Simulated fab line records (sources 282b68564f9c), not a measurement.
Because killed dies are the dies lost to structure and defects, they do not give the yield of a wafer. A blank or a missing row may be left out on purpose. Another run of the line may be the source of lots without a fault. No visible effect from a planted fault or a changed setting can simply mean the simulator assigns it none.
A struck lot beside a sound one :: flow rit cmos :: 14 out of 202 route steps
Sound: these wafers, L653.1, L653.5, L653.6. Wafers L661.2, L661.5, L661.6 were the ones struck. The cause is named last.
Per side, at each step with rows, come the tool, then ch with its chambers, and then its first start. Under that, the readings that differ: sound wafers :: struck wafers :: difference of the means :: sigmas: that difference in standard deviations of wafers without a fault.
alike: readings whose means differ by less than 2 such deviations, and words and numbers that are the same on both sides. not compared: withheld readings, readings that some wafer has no value for, bounds like >300 that may hide the same value, and numbers for which the record gives no deviation and whose values overlap.
Wherever a step has rows on one side only, a row that says differs or no value, or a row with sigmas, the two part there. Numbers that have no deviation but don't overlap get no sigmas and don't part them. A reading missing from all wafers of one side parts the sides only when that side holds two or more wafers.

first, 2 steps without rows for these wafers: RIT_ACTIVE_CLEAN_17 (cleans in SC2, time 600 s); RIT_FOX1_OXIDATION_00 (target thk 350.7 nm, ox time 1130 s).
RIT_FOX1_THK_MEAS_01:
  sound on film metro-01, day 2 02:44; struck on film metro-01, day 3 15:53
reading: FOX1_OXIDE_THK (nm)
sound: 344 340 346
struck: 361 361 356
difference: +16
sigmas: +2
then, 2 steps without rows for these wafers: RIT_FOX1_WET_ETCH_02 (etches SiO2 in BOE, target depth 350 nm, time 390 s); RIT_FOX2_OXIDATION_00 (target thk 350.7 nm, ox time 1158 s).
RIT_FOX2_THK_MEAS_01:
  sound on film metro-01, day 2 04:18; struck on film metro-01, day 3 17:23
reading: FOX2_OXIDE_THK (nm)
sound: 347 348 344
struck: 378 370 369
difference: +26
sigmas: +3
then, 2 steps without rows for these wafers: RIT_FOX2_CLEAN_02 (cleans in dHF, time 180 s); RIT_FOX2_WET_ETCH_03 (etches Si3N4 in H3PO4, target depth 195 nm, time 2700 s).
RIT_FOX2_THK_MEAS_90:
  sound on film metro-03, day 2 05:11; struck on film metro-03, day 3 18:16
reading: FIELD_OXIDE_LEFT_1_THK (nm)
sound: 320 321 316
struck: 351 343 342
difference: +26
sigmas: +3
then, 3 steps without rows for these wafers: RIT_NWELL_HMDS_00 (prime time 60 s); RIT_NWELL_COAT_01 (resist thk 1300 nm); RIT_NWELL_SOFTBAKE_02 (time 60 s).
RIT_NWELL_EXPOSE_03: exposes mask M2, target cd 43900 nm.
  struck on iline stepper-02, day 3 18:55; sound on iline stepper-02 ch 0, day 2 05:41
  no value came back on the struck wafers for exposure dose mJ cm2, focus offset nm (nm); on the sound wafers exposure dose mJ cm2 reads 249.77 249.53 250.05
  alike: mask
next, for these wafers, 1 step has no rows: RIT_NWELL_PEB_04.

WHERE THEY PART
At RIT_FOX1_THK_MEAS_01 first; at RIT_NWELL_EXPOSE_03 last (within this record only).

WHY: what the simulator had put in
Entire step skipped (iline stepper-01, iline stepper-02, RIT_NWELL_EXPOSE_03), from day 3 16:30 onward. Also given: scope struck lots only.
